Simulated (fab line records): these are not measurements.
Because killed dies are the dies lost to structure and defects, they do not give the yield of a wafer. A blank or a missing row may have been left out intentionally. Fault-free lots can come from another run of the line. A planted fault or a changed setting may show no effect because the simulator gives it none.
One fault seen from 2 desks    flow berkeley cmos170    numbers are kept per desk, each desk with only its own; the story behind them comes last

== AT THE TOOL OWNER'S DESK: rie si-01 ==
The tool's own readings at UCB170_GATE_ETCH_15 (etches poly-Si in HBr/Cl2, stops on SiO2, time 56.3 s, target depth 278.2 nm): means of the sampled wafers that have a number, for each lot that ran on this tool. Any lot whose mean is over 4 standard deviations away from the usual mean is out of limits and marked OUT; that distance is given in the brackets.
Columns: A = drypump motor current A at UCB170_GATE_ETCH_15, usual 5.86 A; B = oes product au at UCB170_GATE_ETCH_15, usual 0.830 a.u.; C = run length s at UCB170_GATE_ETCH_15, usual 84.5 s; D = throttle valve pct at UCB170_GATE_ETCH_15, usual 26.60 %
lot   first seen here  A     B                 C               D
L585  day 6 19:53      6.01  0.783             89.8 (+12) OUT  26.58
L587  day 7 02:27      6.08  0.750 (-6.7) OUT  95.5 (+25) OUT  26.61
L600  day 9 16:19      6.08  0.829             84.9            26.74
L605  day 10 13:11     6.18  0.832             85.2            26.58
This desk's finding: out of limits on L585, L587; first on L585, day 6 19:53 (run length s at UCB170_GATE_ETCH_15). Within limits: L600, L605.

== AT THE METROLOGY DESK ==
Lot by lot, what the gauges showed, no matter which tool ran the lot: averages of those sampled wafers that carry a number. Any lot whose mean is over 4 standard deviations away from the usual mean is out of limits and marked OUT; that distance is given in the brackets.
Columns: A = GATE_POLY_THK at UCB170_GATE_THK_MEAS_05, usual 214.4 nm; B = cd nm at UCB170_GATE_CD_MEAS_12, usual 350.2 nm; C = GATE_OVL at UCB170_GATE_OVL_MEAS_13, usual 3 nm
lot   first seen here  A      B      C
L586  day 6 18:31      212.3  351.0  2
L585  day 6 18:32      212.3  351.2  9
L587  day 7 01:03      214.3  351.9  1
L600  day 9 13:56      214.1  351.3  -1
L603  day 10 11:01     217.1  348.9  14
L605  day 10 11:01     215.4  350.5  5
Finding of this desk: none of the 6 lots has anything out of limits.

== ALL TOGETHER ==
At day 6 19:53, on L585, L587, the tool owner's desk was in a position to raise an alarm.
At the metrology desk, nothing out of limits was observed.
The metrology desk holds a record of L585, L587, inside its limits.
The lots listed all ran UCB170_GATE_ETCH_15 on rie si-01.

== WHAT THE SIMULATOR PUT IN ==
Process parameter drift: rie si-01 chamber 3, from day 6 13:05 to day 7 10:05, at UCB170_GATE_ETCH_15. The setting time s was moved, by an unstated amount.
Lots struck among those shown: L585, L587.
Delay in hours, fault start to first out-of-limits reading, by desk: the tool owner's desk at 7.
